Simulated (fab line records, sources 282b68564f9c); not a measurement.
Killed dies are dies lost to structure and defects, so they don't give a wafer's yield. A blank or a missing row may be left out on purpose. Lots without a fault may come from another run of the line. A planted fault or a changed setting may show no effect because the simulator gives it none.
fab line records | flow rit_cmos
record lots=6 wafers=18 last_day=7
route steps=202 shown PSD@150 SDANNEAL@153 NSD@158 PLDD@159 NLDD@160 SILICIDE@161 M1@202
lots that met no fault: from a run of the same line without faults
start_h: hours from the record's first day to the start of the lot's first wafer shown | wait_h: hours since the lot's step before | " the same as in the row above | L1.1+2: a row that stands for several wafers | - no value, or no start given | * or withheld: withheld | < > ~ a bound
route shown NAME@n: a module of which the file shows steps, and the number in the route of the first | usual: mean/standard deviation of fault-free wafers | same: alike in all rows | chamber/n: place in a boat | sites: the reading at each site | _std_site: their standard deviation | _edge_site: outer sites' mean less inner sites' | radius_mm: how far each site lies from the wafer's centre | mask NAME#n: copy n | behind: the tool/chamber that last shaped the wafer | hold: why the lot was held/for how many hours/how that ended | device: the transistor (n, p or np) that didn't switch | end of line: the same wafers' tests at the end of the route | a step without rows: its recipe alone | killed: dies lost to structure and defects at the first sort, not the wafer's yield | map: a wafer's dies, x killed, . not, _ none there
set.NAME: the setting as run; set.NAME@STEP: as run at that earlier step | model.NAME: the simulator's own value behind a step, which no gauge read
lots at some steps of the route; a table a step, a row a wafer
services: from which hour (start_h, from the record's first day; less than 0 if before it) a tool's chamber was out of use, for how many hours, and why
## steps
# step RIT_PSD_IMPLANT_08
# recipe species=BF2 energy_kev=27 dose_cm2=5.073e+15 tilt_deg=7
# step RIT_PSD_STRIP_09
# recipe chemistry=O2 time_s=180 resist=NOVOLAK platen_temp_c=withheld power_w=500 pressure_mtorr=4000 o2_flow_sccm=4000
# usual drypump_motor_current_A=5.7/0.43
# columns lot.wafer tool chamber start_h wait_h drypump_motor_current_A rf_hours_counter_h
L804.1 plasma_asher-02 1 65.26 0.1 5.9 40
L804.4 " 1 " " 6.0 -
L804.6 " 0 " " 5.7 -
L807.4 plasma_asher-04 1 81.31 0.1 5.8 -
L807.5 " 1 " " 5.8 -
L807.6 " 0 " " 5.9 -
L809.1 plasma_asher-04 1 89.77 0.1 5.8 43
L809.3 " 1 " " 5.8 -
L809.5 " 1 " " 5.8 -
L821.3 plasma_asher-02 0 149.38 0.1 5.7 -
L821.4 " 1 " " 6.0 -
L821.6 " 1 " " 6.0 -
L822.3 plasma_asher-04 0 151.85 0.1 5.9 -
L822.4 " 1 " " 5.8 -
L822.6 " 0 " " 5.8 -
L824.3 plasma_asher-01 1 163.50 0.1 5.9 -
L824.5 " 0 " " 4.8 -
L824.6 " 1 " " 5.9 -
# step RIT_PSD_TW_MEAS_10
# usual PSD_TW=3422/14
# columns lot.wafer tool chamber start_h wait_h PSD_TW
L804.1 film_metro-04 - 65.44 0.1 3425
L804.4 " - " " 3421
L804.6 " - " " 3412
L807.4 film_metro-02 - 81.45 0.1 3412
L807.5 " - " " 3413
L807.6 " - " " 3435
L809.1 film_metro-02 - 89.95 0.1 3416
L809.3 " - " " 3438
L809.5 " - " " 3427
L821.3 film_metro-02 - 149.51 0.1 3419
L821.4 " - " " 3405
L821.6 " - " " 3399
L822.3 film_metro-03 - 151.98 0.1 3421
L822.4 " - " " 3430
L822.6 " - " " 3418
L824.3 film_metro-03 - 163.63 0.1 3423
L824.5 " - " " 3420
L824.6 " - " " 3422
# step RIT_SDANNEAL_CLEAN_00
# recipe chemistry=SC1 mix=3:3:50 time_s=600 temp_c=75
# step RIT_SDANNEAL_CLEAN_01
# recipe chemistry=dHF dilution=50:1 time_s=30
# step RIT_SDANNEAL_CLEAN_02
# recipe chemistry=SC2 mix=3:3:50 time_s=600 temp_c=75 dry=n2_spin
# step RIT_SDANNEAL_RTA_03
# recipe temp_c=1050 time_s=5 idle_temp_c=600 ramp_up_c_per_s=342 ramp_down_c_per_s=171 cool_to_c=600 ambient=N2
# usual wafer_temp_C_max=1053.4/1.1
# columns lot.wafer tool chamber start_h wait_h wafer_temp_C_max
L804.1 rtp_anneal-02 0 65.88 0.0 1053.6
L804.4 " 0 " " 1053.5
L804.6 " 0 " " 1054.6
L807.4 rtp_anneal-01 0 81.88 0.0 1052.3
L807.5 " 0 " " 1054.4
L807.6 " 0 " " 1052.2
L809.1 rtp_anneal-01 0 90.39 0.0 1054.5
L809.3 " 0 " " 1056.0
L809.5 " 0 " " 1053.0
L821.3 rtp_anneal-01 0 149.96 0.0 1054.6
L821.4 " 0 " " 1053.1
L821.6 " 0 " " 1054.0
L822.3 rtp_anneal-02 0 152.41 0.0 1052.8
L822.4 " 0 " " 1053.3
L822.6 " 0 " " 1052.3
L824.3 rtp_anneal-02 0 164.06 0.0 1052.9
L824.5 " 0 " " 1052.2
L824.6 " 0 " " 1051.7
# step RIT_SDANNEAL_RS_MEAS_04
# recipe thk_meas_gauge=four-point-probe
# usual PSD_RS=115.6/0.31
# columns lot.wafer tool chamber start_h wait_h PSD_RS[ohm/sq]
L804.1 film_metro-02 - 65.94 0.0 115.1
L804.4 " - " " 115.5
L804.6 " - " " 115.2
L807.4 film_metro-04 - 81.97 0.1 115.3
L807.5 " - " " 115.4
L807.6 " - " " 115.0
L809.1 film_metro-02 - 90.45 0.0 115.0
L809.3 " - " " 115.3
L809.5 " - " " 115.2
L821.3 film_metro-03 - 150.03 0.1 115.6
L821.4 " - " " 115.8
L821.6 " - " " 115.8
L822.3 film_metro-02 - 152.49 0.1 115.6
L822.4 " - " " 115.3
L822.6 " - " " 115.4
L824.3 film_metro-02 - 164.14 0.1 115.9
L824.5 " - " " 115.5
L824.6 " - " " 115.4
# step RIT_SDANNEAL_RS_MEAS_05
# recipe thk_meas_gauge=four-point-probe
# usual NSD_RS=84.51/0.28
# columns lot.wafer tool chamber start_h wait_h NSD_RS[ohm/sq]
L804.1 film_metro-02 - 66.06 0.1 84.66
L804.4 " - " " 84.62
L804.6 " - " " 84.32
L807.4 film_metro-04 - 82.09 0.1 84.72
L807.5 " - " " 84.62
L807.6 " - " " 84.46
L809.1 film_metro-02 - 90.57 0.1 84.79
L809.3 " - " " 84.56
L809.5 " - " " 84.65
L821.3 film_metro-03 - 150.15 0.1 84.73
L821.4 " - " " 84.71
L821.6 " - " " 84.67
L822.3 film_metro-02 - 152.61 0.1 84.19
L822.4 " - " " 84.05
L822.6 " - " " 84.25
L824.3 film_metro-02 - 164.26 0.1 84.54
L824.5 " - " " 84.05
L824.6 " - " " 84.32
# step RIT_SDANNEAL_RS_MEAS_06
# recipe thk_meas_gauge=four-point-probe
# usual PLDD_RS=178.4/0.47
# columns lot.wafer tool chamber start_h wait_h PLDD_RS[ohm/sq]
L804.1 film_metro-02 - 66.18 0.1 177.7
L804.4 " - " " 177.9
L804.6 " - " " 178.2
L807.4 film_metro-04 - 82.21 0.1 178.2
L807.5 " - " " 178.2
L807.6 " - " " 177.0
L809.1 film_metro-02 - 90.69 0.1 177.8
L809.3 " - " " 178.0
L809.5 " - " " 178.1
L821.3 film_metro-03 - 150.27 0.1 178.5
L821.4 " - " " 178.4
L821.6 " - " " 178.5
L822.3 film_metro-02 - 152.73 0.1 177.9
L822.4 " - " " 178.4
L822.6 " - " " 177.9
L824.3 film_metro-02 - 164.38 0.1 178.8
L824.5 " - " " 178.6
L824.6 " - " " 178.9
# step RIT_SDANNEAL_RS_MEAS_07
# recipe thk_meas_gauge=four-point-probe
# usual NLDD_RS=151.5/0.54
# columns lot.wafer tool chamber start_h wait_h NLDD_RS[ohm/sq]
L804.1 film_metro-02 - 66.30 0.1 150.4
L804.4 " - " " 150.7
L804.6 " - " " 150.8
L807.4 film_metro-04 - 82.33 0.1 151.7
L807.5 " - " " 150.9
L807.6 " - " " 150.8
L809.1 film_metro-02 - 90.81 0.1 151.3
L809.3 " - " " 150.8
L809.5 " - " " 151.3
L821.3 film_metro-03 - 150.39 0.1 152.1
L821.4 " - " " 151.9
L821.6 " - " " 152.2
L822.3 film_metro-02 - 152.85 0.1 150.2
L822.4 " - " " 150.5
L822.6 " - " " 150.4
L824.3 film_metro-02 - 164.50 0.1 152.3
L824.5 " - " " 151.9
L824.6 " - " " 151.6
# step RIT_SILICIDE_WET_ETCH_00
# recipe chemistry=BOE target=SiO2 target_depth_nm=14 time_s=15 dry=n2_spin dilution=10:1 temp_c=21.5
# step RIT_SILICIDE_SPUTTER_01
# recipe material=Ti target_thk_nm=30 power_w=337.6 chamber_pressure_pa=0.667 gas=Ar time_s=240 substrate_temp_c=25
# usual chamber_pressure_pa=0.6670/0.0013 throttle_valve_pct=29.9/1.2
# columns lot.wafer tool chamber start_h wait_h chamber_pressure_pa throttle_valve_pct model.Ti_of_SILICIDE_SPUTTER_01.thk_nm
L804.1 pvd_sputter-03 - 66.43 0.0 0.6677 29.5 29
L804.4 " - " " 0.6663 29.7 29.18
L804.6 " - " " 0.6669 29.6 29.01
L807.4 pvd_sputter-04 - 82.47 0.1 0.6665 33.0 29.06
L807.5 " - " " 0.6679 30.5 29.06
L807.6 " - " " 0.6036 33.3 29.65
L809.1 pvd_sputter-04 - 90.94 0.0 0.6673 30.4 29.25
L809.3 " - " " 0.6006 33.4 29.67
L809.5 " - " " 0.6663 30.5 29.24
L821.3 pvd_sputter-03 - 150.49 0.0 0.6668 29.6 29.62
L821.4 " - " " 0.6650 29.9 29.43
L821.6 " - " " 0.6648 29.8 29.45
L822.3 pvd_sputter-04 - 152.94 0.0 0.6687 30.3 29.35
L822.4 " - " " 0.6689 28.0 29.15
L822.6 " - " " 0.6683 31.1 29.24
L824.3 pvd_sputter-02 - 164.59 0.0 0.6673 28.2 29.24
L824.5 " - " " 0.6696 28.3 29.42
L824.6 " - " " 0.6695 30.9 29.22
# step RIT_SILICIDE_RS_MEAS_02
# recipe thk_meas_gauge=four-point-probe reads=Ti_of_SILICIDE_SPUTTER_01
# usual SILICIDE_TI_RS=49.7/0.57
# columns lot.wafer tool chamber start_h wait_h SILICIDE_TI_RS[ohm/sq]
L804.1 film_metro-02 - 66.58 0.1 49.9
L804.4 " - " " 49.4
L804.6 " - " " 49.8
L807.4 film_metro-02 - 82.61 0.1 49.7
L807.5 " - " " 49.6
L807.6 " - " " 40.2
L809.1 film_metro-01 - 91.09 0.1 49.4
L809.3 " - " " 40.4
L809.5 " - " " 49.5
L821.3 film_metro-01 - 150.68 0.1 48.7
L821.4 " - " " 49.1
L821.6 " - " " 49.1
L822.3 film_metro-02 - 153.13 0.1 49.0
L822.4 " - " " 49.5
L822.6 " - " " 49.3
L824.3 film_metro-01 - 164.78 0.1 49.5
L824.5 " - " " 49.2
L824.6 " - " " 49.5
# step RIT_SILICIDE_THK_MEAS_03
# recipe thk_meas_gauge=xrf reads=Ti_of_SILICIDE_SPUTTER_01
# usual SILICIDE_TI_THK=28.8/0.31
# columns lot.wafer tool chamber start_h wait_h SILICIDE_TI_THK[nm]
L804.1 film_metro-02 - 66.70 0.1 28.8
L804.4 " - " " 28.6
L804.6 " - " " 28.6
L807.4 film_metro-02 - 82.70 0.1 28.7
L807.5 " - " " 28.7
L807.6 " - " " 29.1
L809.1 film_metro-01 - 91.21 0.1 28.9
L809.3 " - " " 29.6
L809.5 " - " " 28.9
L821.3 film_metro-01 - 150.78 0.1 29.5
L821.4 " - " " 29.2
L821.6 " - " " 29.1
L822.3 film_metro-02 - 153.23 0.1 28.8
L822.4 " - " " 28.6
L822.6 " - " " 28.9
L824.3 film_metro-01 - 164.88 0.1 29.1
L824.5 " - " " 29.3
L824.6 " - " " 29.0
# step RIT_M1_PROBE_99
# usual killed_at_contacts=0.1/0.3 killed_at_front_end=6.7/2.6 killed_dies=6.8/2.6 killed_open=3.3/1.7 killed_short=3.4/2
# same gross_dies=264 killed_at_M0_to_M3=0 killed_at_M4_up=0 killed_at_back_side=0 killed_at_other=0
# columns lot.wafer tool chamber start_h wait_h killed_at_contacts killed_at_front_end killed_dies killed_open killed_short model.etest.npoly_line.rs_ohm_sq model.etest.ppoly_line.rs_ohm_sq model.etest.npoly_sal.rs_ohm_sq model.etest.ppoly_sal.rs_ohm_sq model.etest.pplus_sal.rs_ohm_sq model.etest.nplus_sal.rs_ohm_sq model.etest.pplus_sal.line_ohm_um model.etest.nplus_sal.line_ohm_um
L804.1 prober-01 - 73.32 0.1 0 8 8 4 4 17.46 16.88 4.435 4.419 4.409 4.412 1.29 1.285
L804.4 prober-01 - 73.47 0.2 1 11 12 7 5 17.38 16.76 4.435 4.416 4.419 4.379 1.266 1.275
L804.6 prober-01 - 73.57 0.2 0 6 6 3 3 17.41 16.88 4.465 4.43 4.407 4.411 1.274 1.268
L807.4 prober-02 - 89.54 0.2 1 9 10 7 3 17.31 16.79 4.487 4.407 4.421 4.426 1.264 1.277
L807.5 prober-02 - 89.59 0.2 0 5 5 3 2 17.39 16.79 4.432 4.411 4.426 4.394 1.256 1.275
L807.6 prober-02 - 89.64 0.2 0 5 5 3 2 17.2 16.64 4.357 4.35 4.369 4.326 1.252 1.245
L809.1 prober-02 - 97.91 0.1 0 5 5 2 3 17.43 16.82 4.491 4.429 4.39 4.445 1.266 1.248
L809.3 prober-02 - 98.01 0.2 0 6 6 5 1 17.16 16.82 4.415 4.348 4.368 4.376 1.251 1.242
L809.5 prober-02 - 98.11 0.2 0 5 5 4 1 17.28 16.74 4.454 4.414 4.407 4.418 1.267 1.266
L821.3 prober-02 - 157.57 0.2 0 8 8 4 4 17.2 16.55 4.423 4.399 4.403 4.35 1.275 1.254
L821.4 prober-02 - 157.62 0.2 0 5 5 4 1 17.3 16.64 4.472 4.388 4.41 4.389 1.261 1.272
L821.6 prober-02 - 157.72 0.2 0 4 4 3 1 17.3 16.66 4.445 4.394 4.376 4.386 1.275 1.252
L822.3 prober-01 - 160.14 0.2 0 5 5 2 3 17.37 16.8 4.505 4.449 4.446 4.429 1.245 1.271
L822.4 prober-01 - 160.19 0.2 0 8 8 1 7 17.18 16.73 4.468 4.482 4.456 4.445 1.287 1.288
L822.6 prober-01 - 160.29 0.2 0 11 11 4 7 17.19 16.82 4.455 4.42 4.444 4.38 1.272 1.272
L824.3 prober-01 - 171.90 0.2 0 11 11 4 7 17.25 16.93 4.454 4.414 4.417 4.427 1.276 1.261
L824.5 prober-01 - 172.00 0.2 0 5 5 3 2 17.19 16.84 4.423 4.438 4.406 4.394 1.274 1.272
L824.6 prober-01 - 172.05 0.2 0 3 3 1 2 17.34 16.92 4.494 4.46 4.436 4.446 1.265 1.282
# killed by level:class
L804.1 GATE:geometric_particle:short=2 FOX1:geometric_particle:open=1 FOX1:geometric_particle:short=1 GATE:geometric_particle:open=1 REOX:geometric_particle:short=1 REOX:geometric_particle:open=1 SILICIDE:geometric_particle:open=1
L804.4 GATE:geometric_particle:short=3 GATE:geometric_particle:open=3 FOX2:geometric_particle:open=1 REOX:geometric_particle:open=1 REOX:geometric_particle:short=1 SPACER:geometric_particle:open=1 SILICIDE:geometric_particle:short=1 CONTACT:geometric_particle:open=1
L804.6 FOX1:geometric_particle:open=2 FOX1:geometric_particle:short=2 GATE:geometric_particle:short=1 GATE:geometric_particle:open=1
L807.4 GATE:geometric_particle:open=6 FOX1:geometric_particle:open=1 SPACER:geometric_particle:short=1 SILICIDE:geometric_particle:short=1 CONTACT:geometric_particle:short=1
L807.5 SILICIDE:geometric_particle:short=2 GATE:geometric_particle:open=1 REOX:geometric_particle:open=1 SPACER:geometric_particle:open=1
L807.6 GATE:geometric_particle:open=2 GATE:geometric_particle:short=1 REOX:geometric_particle:short=1 SPACER:geometric_particle:open=1
L809.1 FOX1:geometric_particle:open=1 GATE:geometric_particle:short=1 SPACER:geometric_particle:short=1 SILICIDE:geometric_particle:open=1 SILICIDE:geometric_particle:short=1
L809.3 FOX2:geometric_particle:open=2 GATE:geometric_particle:open=2 GATE:geometric_particle:short=1 SILICIDE:geometric_particle:open=1
L809.5 FOX2:geometric_particle:short=1 FOX2:geometric_particle:open=1 GATE:geometric_particle:open=1 REOX:geometric_particle:open=1 SILICIDE:geometric_particle:open=1
L821.3 SPACER:geometric_particle:open=2 FOX1:geometric_particle:open=1 FOX2:geometric_particle:short=1 FOX2:geometric_particle:open=1 GATE:geometric_particle:short=1 SPACER:geometric_particle:short=1 SILICIDE:geometric_particle:short=1
L821.4 FOX2:geometric_particle:open=2 SPACER:geometric_particle:open=2 SPACER:geometric_particle:short=1
L821.6 FOX2:geometric_particle:open=1 GATE:geometric_particle:open=1 REOX:geometric_particle:short=1 SPACER:geometric_particle:open=1
L822.3 FOX1:geometric_particle:open=1 GATE:geometric_particle:short=1 REOX:geometric_particle:short=1 SPACER:geometric_particle:short=1 SPACER:geometric_particle:open=1
L822.4 GATE:geometric_particle:short=4 REOX:geometric_particle:open=1 REOX:geometric_particle:short=1 SPACER:geometric_particle:short=1 SILICIDE:geometric_particle:short=1
L822.6 GATE:geometric_particle:open=3 FOX1:geometric_particle:short=2 GATE:geometric_particle:short=2 SPACER:geometric_particle:short=2 FOX1:geometric_particle:open=1 REOX:geometric_particle:short=1
L824.3 GATE:geometric_particle:open=3 FOX1:geometric_particle:short=2 GATE:geometric_particle:short=2 SILICIDE:geometric_particle:short=2 REOX:geometric_particle:open=1 SPACER:geometric_particle:short=1
L824.5 FOX1:geometric_particle:open=1 FOX1:geometric_particle:short=1 GATE:geometric_particle:short=1 SPACER:geometric_particle:open=1 SILICIDE:geometric_particle:open=1
L824.6 GATE:geometric_particle:short=2 REOX:geometric_particle:open=1
## services
# columns tool chamber start_h hours kind
plasma_asher-04 - 62.96 15.9 pm
pvd_sputter-02 - 63.99 2.9 repair
plasma_asher-02 - 67.06 1.2 repair
pvd_sputter-03 - 101.45 16.1 repair
pvd_sputter-03 - 112.44 2.2 repair
pvd_sputter-03 - 122.45 2.5 repair
pvd_sputter-03 - 148.62 1.4 repair
## key
first_sign step=RIT_SILICIDE_SPUTTER_01 reading=chamber_pressure_pa direction=down sigmas=49 usual=0.6670 struck=0.6021
effect step=RIT_SILICIDE_RS_MEAS_02 reading=SILICIDE_TI_RS direction=down sigmas=16 usual=49.7 struck=40.3
model_effect step=RIT_SILICIDE_SPUTTER_01 value=Ti_of_SILICIDE_SPUTTER_01.thk_nm without=28.85 struck=29.66
model_effect step=RIT_M1_PROBE_99 value=etest.npoly_line.rs_ohm_sq without=17.53 struck=17.18
met_at RIT_SILICIDE_SPUTTER_01
struck_wafers L807.6,L809.3
tester_left_out L807,L809
fault kind=process_parameter_drift tool=pvd_sputter-04 chamber=- onset_h=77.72 steps=RIT_SILICIDE_SPUTTER_01 channel=chamber_pressure_pa offset=-0.067595 shape=step end_h=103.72 acts_in=these_recipes_only stated=0.667 scope=struck_wafers_only
# tester_left_out: of these lots the tester's yield and bins aren't shown, on N5 and GAA mostly nor the transistor test; their killed dies are dies lost to structure and defects alone, not to doping, threshold or leakage, so they don't give the yield
